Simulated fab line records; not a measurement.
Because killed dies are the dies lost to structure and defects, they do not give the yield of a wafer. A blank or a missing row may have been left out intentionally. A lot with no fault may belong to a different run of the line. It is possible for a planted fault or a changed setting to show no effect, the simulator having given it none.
Split-lot experiment ; flow rit-cmos ; on a route of 202 steps: 5 lots, 23 wafers read

== THE SPLIT ITSELF ==
At RIT_GATE_EXPOSE_13 (exposes mask M6, target cd 150 nm), the setting dose-mj was moved away from the recipe's 380 on 5 of the 23 wafers read, by -3.4% to +2.1%. The other wafers ran this setting at the recipe's value.

== FROM THE SPLIT TO THE READING: what the file shows between them, 4 steps ==
- RIT_GATE_PEB_14
- RIT_GATE_DEVELOP_15: develop time 48.71 s
- RIT_GATE_CD_MEAS_16: target cd 150 nm
- RIT_GATE_STRIP_20: strips in O2, time 180 s (also split here: o2-flow-sccm)

== THE READING ==
cd-nm, in nm, at RIT_GATE_CD_MEAS_90 (target cd 150 nm). Fault-free wafers of this fab line usually give 149 nm, standard deviation 3.1 nm.

wafer;tool, chamber at the split;dose-mj as run;against the recipe;cd-nm, nm;against lot-mates on the recipe
L075.1;iline-stepper-02, 0;380;recipe;148;-
L075.2;iline-stepper-02, 0;380;recipe;147;-
L075.4;iline-stepper-02, 0;380;recipe;146;-
L075.5;iline-stepper-02, 0;380;recipe;147;-
L075.6;iline-stepper-02, 0;380;recipe;147;-
L078.2;iline-stepper-01, 0;380;recipe;147;-
L078.4;iline-stepper-01, 0;380;recipe;145;-
L078.5;iline-stepper-01, 0;380;recipe;146;-
L079.1;iline-stepper-01, 0;380;recipe;151;-
L079.2;iline-stepper-01, 0;367.2;-3.4%;168;+18
L079.3;iline-stepper-01, 0;380;recipe;150;-
L079.4;iline-stepper-01, 0;367.2;-3.4%;168;+18
L079.5;iline-stepper-01, 0;367.2;-3.4%;166;+16
L080.1;iline-stepper-01, 0;388.1;+2.1%;142;-10
L080.2;iline-stepper-01, 0;380;recipe;151;-
L080.3;iline-stepper-01, 0;388.1;+2.1%;141;-11
L080.5;iline-stepper-01, 0;380;recipe;153;-
L080.6;iline-stepper-01, 0;380;recipe;152;-
L082.1;iline-stepper-02, 0;380;recipe;154;-
L082.2;iline-stepper-02, 0;380;recipe;152;-
L082.3;iline-stepper-02, 0;380;recipe;150;-
L082.4;iline-stepper-02, 0;380;recipe;150;-
L082.6;iline-stepper-02, 0;380;recipe;154;-

THE FIT
A straight line over all 23 wafers: cd-nm changes by -4.92 nm for each +1% of dose-mj; r = -0.93; the points scatter about the line by 2.8 nm.
The same after taking each lot's own level away (the mean of its wafers on the recipe; 23 wafers): -4.98 nm for each +1%; r = -0.99; scatter 1.1 nm.
On that fit, the largest move of dose-mj shifts the reading by 17 nm.
Measured against the standard deviation above, the lots' own levels, which go from 146.0 to 152.0 nm, span 1.9 times it.
The two slopes agree, so the slope changes little with the lot-to-lot level.
Check: +16.5 nm against its lot-mates is what the line predicts for one of the wafers moved furthest among these (-3.4%) when that wafer is left out of the fit. Against them it came out at +17.5 nm.

== FURTHER SPLITS ON THESE WAFERS ==
These wafers also went through other splits before the reading. Each is held against what the fit with the lots' levels taken away leaves over:
other split on the same wafers;wafers away from the commonest value;r with cd-nm (lot level and that fit taken away)
RIT_ACTIVE_SOFTBAKE_07 temp-c;5;+0.15
RIT_NWELL_IMPLANT_08 dose-cm2;10;-0.09
RIT_PWELL_IMPLANT_08 dose-cm2;10;-0.12
RIT_NRETRO_COAT_01 resist-thk-nm;11;-0.32
RIT_GATE_OXIDATION_05 temp-c;18;+0.00
RIT_GATE_STRIP_20 o2-flow-sccm;10;-0.14

== THE WHOLE CHAIN: every reading that the file lists as answering this split, in the file's order ==
step;what it does;reading;change (the file's fit);r (the file's)
RIT_GATE_DEVELOP_15;develop time 48.71 s;GATE.cd-nm (the simulator's own value, which no gauge read);-5.12 nm for each +1% of the setting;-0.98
RIT_GATE_CD_MEAS_16;target cd 150 nm;cd-nm;-5.18 nm for each +1% of the setting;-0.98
RIT_GATE_CD_MEAS_90;target cd 150 nm;cd-nm;-5.08 nm for each +1% of the setting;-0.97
RIT_M1_PROBE_99;;etest.pmos-turned.r-on-ohm-um (the simulator's own value, which no gauge read);-139 for each +1% of the setting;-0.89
RIT_M1_PROBE_99;;etest.pmos_0p15.r-on-ohm-um (the simulator's own value, which no gauge read);-140 for each +1% of the setting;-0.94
RIT_M1_PROBE_99;;etest.nmos_0p15.r-on-ohm-um (the simulator's own value, which no gauge read);-37 for each +1% of the setting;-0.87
RIT_M1_PROBE_99;;etest.nmos_0p15.drive-ua-um (the simulator's own value, which no gauge read);+16.9 for each +1% of the setting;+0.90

== FILE'S OWN FIT ==
cd-nm changes by -5.08 nm for each +1% of dose-mj, r = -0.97.
